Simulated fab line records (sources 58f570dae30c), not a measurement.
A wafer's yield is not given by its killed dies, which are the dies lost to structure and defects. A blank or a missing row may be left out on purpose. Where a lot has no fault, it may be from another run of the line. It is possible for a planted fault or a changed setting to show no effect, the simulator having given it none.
Which of the tools did it? ; flow berkeley cmos170 ; 15 lots with 45 wafers sampled at 6 steps, on a route of 331 steps

== WHAT EACH GAUGE READ, for each wafer ==
UCB170_START_BOW_MEAS_00.
lot;measured;on;INCOMING_BOW (um)
L801;day 1 10:00;film metro-01;9 1 -1
L803;day 1 20:00;film metro-02;-8 4 -10
L806;day 2 11:00;film metro-04;-2 5 14
L807;day 2 16:00;film metro-02;-10 -8 -11
L809;day 3 02:04;film metro-01;3 10 12
L810;day 3 07:00;film metro-01;3 -4 -8
L812;day 3 17:00;film metro-01;-10 3 4
L813;day 3 22:02;film metro-01;-10 -14 0
L814;day 4 03:01;film metro-02;3 1 2
L815;day 4 08:04;film metro-02;-4 9 5
L816;day 4 13:00;film metro-02;-3 -6 0
L817;day 4 18:01;film metro-01;1 -8 0
L818;day 4 23:00;film metro-02;-5 2 6
L819;day 5 04:01;film metro-02;-2 -5 13
L820;day 5 09:00;film metro-01;0 3 -16

UCB170_PVT_OVL_MEAS_06.
lot;measured;on;PVT_OVL (nm)
L801;day 5 15:35;overlay-02;-6 -9 2
L803;day 6 00:39;overlay-02;-8 1 9
L806;day 7 05:45;overlay-02;-3 -8 -4
L807;day 7 05:28;overlay-01;-4 0 -1
L809;day 7 19:37;overlay-02;-2 6 -5
L810;day 7 19:02;overlay-02;-12 -3 -5
L812;day 7 19:53;overlay-02;3 5 1
L813;day 8 11:44;overlay-02;3 2 -2
L814;day 8 22:01;overlay-01;-6 3 -6
L815;day 8 21:57;overlay-02;-13 5 -8
L816;day 9 06:16;overlay-01;-2 -5 4
L817;day 8 22:13;overlay-01;-1 -4 3
L818;day 9 05:16;overlay-02;0 -9 -2
L819;day 9 05:32;overlay-01;-6 3 -5
L820;day 9 17:38;overlay-01;1 6 6

UCB170_GATE_THK_MEAS_05.
lot;measured;on;GATE_POLY_THK (nm)
L801;day 6 03:12;film metro-01;214.2 213.3 212.6
L803;day 6 13:08;film metro-03;216.1 214.6 215.9
L806;day 7 15:07;film metro-04;211.8 214.6 212.2
L807;day 7 15:07;film metro-01;210.8 211.7 210.8
L809;day 8 06:29;film metro-03;217.2 217.2 216.4
L810;day 8 06:31;film metro-03;214.2 213.1 213.1
L812;day 8 06:27;film metro-04;214.6 216.7 215.5
L813;day 8 21:57;film metro-03;216.4 216.0 214.9
L814;day 9 07:31;film metro-04;210.5 213.8 211.2
L815;day 9 07:34;film metro-03;215.2 215.3 217.1
L816;day 9 15:22;film metro-04;336.4 336.9 337.1
L817;day 9 07:31;film metro-01;216.1 217.1 217.0
L818;day 9 15:18;film metro-04;336.0 336.5 331.7
L819;day 9 15:19;film metro-01;335.6 337.3 337.4
L820;day 10 02:58;film metro-01;212.5 212.8 213.8

UCB170_V1_CD_MEAS_12: the cd target is 700 nm.
lot;measured;on;cd nm (nm)
L801;day 7 13:52;cd sem-02;698.3 699.5 699.9
L803;day 7 20:14;cd sem-01;700.7 702.5 701.9
L806;day 8 21:23;cd sem-01;699.9 701.9 702.3
L807;day 8 22:11;cd sem-02;699.4 700.1 700.1
L809;day 9 17:44;cd sem-02;701.2 700.2 700.6
L810;day 9 17:56;cd sem-02;700.9 699.4 701.4
L812;day 9 17:24;cd sem-02;702.3 701.2 701.9
L813;day 10 09:59;cd sem-02;700.3 700.8 700.0
L814;day 10 19:23;cd sem-02;701.2 701.6 702.7
L815;day 10 19:26;cd sem-01;700.1 699.2 698.2
L817;day 10 22:28;cd sem-01;698.7 698.1 699.4
L818;day 10 22:34;cd sem-02;700.2
L820;day 11 17:39;cd sem-02;699.8 699.2 699.6

== EACH LOT AND THE TOOL THAT RAN IT (in order: tool; ch and the chambers of the sampled wafers; start) ==
lot;UCB170_GATE_CVD_04;UCB170_GATE_ETCH_15
L801;lpcvd-01 ch 1, day 6 01:40;rie si-02 ch 2,3, day 6 04:52
L803;lpcvd-02 ch 0, day 6 11:44;rie si-02 ch 0,2, day 6 14:30
L806;lpcvd-01 ch 0, day 7 13:43;rie si-02 ch 1,2,3, day 7 17:32
L807;lpcvd-01 ch 0, day 7 13:43;rie si-02 ch 1,2,3, day 7 18:04
L809;lpcvd-02 ch 0, day 8 05:03;rie si-01 ch 0,1,2, day 8 07:41
L810;lpcvd-02 ch 0, day 8 05:03;rie si-02 ch 1,3, day 8 08:17
L812;lpcvd-02 ch 0, day 8 05:03;rie si-02 ch 1,2,3, day 8 07:55
L813;lpcvd-01 ch 0, day 8 19:50;rie si-01 ch 0,2,3, day 8 23:15
L814;lpcvd-02 ch 0, day 9 06:06;rie si-02 ch 0,1, day 9 08:37
L815;lpcvd-02 ch 0, day 9 06:06;rie si-02 ch 0,1,3, day 9 09:07
L816;lpcvd-02 ch 1, day 9 13:54;rie si-01 ch 0,3, day 9 17:08
L817;lpcvd-02 ch 0, day 9 06:06;rie si-01 ch 2,3, day 9 08:53
L818;lpcvd-02 ch 1, day 9 13:54;rie si-01 ch 1,2,3, day 9 16:24
L819;lpcvd-02 ch 1, day 9 13:54;rie si-02 ch 0,1,3, day 9 16:38
L820;lpcvd-01 ch 1, day 10 01:34;rie si-02 ch 1,2,3, day 10 04:24
- UCB170_GATE_CVD_04: deposits poly-Si from SiH4, time 1440 s, target thk 214 nm.
- UCB170_GATE_ETCH_15: etches poly-Si in HBr/Cl2, stops on SiO2, time 56.3 s, target depth 278.2 nm.

== WHAT THE TOOLS THEMSELVES READ (means of the sampled wafers that have a number; where no wafer has one, the mark that the record gives instead) ==
UCB170_GATE_CVD_04.
lot;tool;spike tc load C (C)
L801;lpcvd-01;634.4
L803;lpcvd-02;630.1
L806;lpcvd-01;630.9
L807;lpcvd-01;630.8
L809;lpcvd-02;629.3
L810;lpcvd-02;630.1
L812;lpcvd-02;628.8
L813;lpcvd-01;631.1
L814;lpcvd-02;629.7
L815;lpcvd-02;629.9
L816;lpcvd-02;627.9
L817;lpcvd-02;629.1
L818;lpcvd-02;627.3
L819;lpcvd-02;627.3
L820;lpcvd-01;634.0

UCB170_GATE_ETCH_15.
lot;tool;HBr_flow_sccm (sccm);drypump motor current A (A);he backside leak sccm (sccm);mfc cl2 sccm (sccm);oes product au (a.u.);throttle valve pct (%)
L801;rie si-02;150.4;5.3;2.55;50.12;0.827;26.44
L803;rie si-02;149.8;5.5;2.58;50.04;0.832;26.50
L806;rie si-02;150.2;5.1;2.55;49.83;0.829;26.50
L807;rie si-02;149.8;5.1;2.67;50.01;0.822;26.50
L809;rie si-01;149.9;5.5;2.65;49.87;0.842;26.48
L810;rie si-02;150.1;5.0;2.82;49.92;0.831;26.56
L812;rie si-02;150.0;5.1;2.63;50.11;0.841;26.50
L813;rie si-01;150.1;5.6;2.54;49.84;0.838;26.58
L814;rie si-02;149.8;5.3;2.50;49.89;0.815;26.48
L815;rie si-02;150.1;5.2;2.70;50.05;0.830;26.44
L816;rie si-01;149.9;6.0;2.54;50.07;1.027;26.81
L817;rie si-01;149.9;5.3;2.55;50.00;0.842;26.36
L818;rie si-01;150.1;5.3;2.57;50.00;1.022;26.33
L819;rie si-02;150.3;5.2;2.63;49.85;0.995;26.45
L820;rie si-02;150.4;5.1;2.56;49.98;0.834;26.50

== THE ANSWER, worked out from the rows above alone ==
Rule: usual is defined by the lots themselves. Put in order of their means at a reading, lots are off if they are a third of the lots or fewer, leave a main group of 4 or more, and stand apart from it by a gap of 3 or more times the standard deviation of the main group's means; of several such gaps the widest counts. The tables above print the reading to a certain number of digits; a main group whose means all agree to those digits is not used. Also off: a lot with no number at a reading for which 4 or more lots have one. Any other lot the step has rows for is counted as sound. After the gauges, taken in route order, come the tools' own readings; for these a lot's mean is taken, as printed above. The first step at which some lot is off is used, and at that step the reading that is off furthest; a lot without a number counts as furthest.
Off: L816, L818, L819, at UCB170_GATE_THK_MEAS_05 (GATE_POLY_THK). For the main group the mean is 214.3 nm and the standard deviation 1.9.
A tool fits if, at a process step before that reading, it ran every lot that is off, and no sound lot after the first of them. Not tried: the gauges at UCB170_GATE_THK_MEAS_05; whatever is off there is also off at UCB170_GATE_ETCH_15, on other tools, and gauge error can't account for it. One fits: lpcvd-02 at UCB170_GATE_CVD_04. A fault onset in the window from L814 (day 9 06:06, its last sound lot) to L816 (day 9 13:54, its first lot off) fits.

== WHAT THE SIMULATOR HAD PUT IN ==
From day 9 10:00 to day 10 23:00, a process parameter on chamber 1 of lpcvd-02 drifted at UCB170_GATE_CVD_04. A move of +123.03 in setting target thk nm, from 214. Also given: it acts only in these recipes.
Shown lots that were struck: L816, L818, L819. The same result came from the rule above.
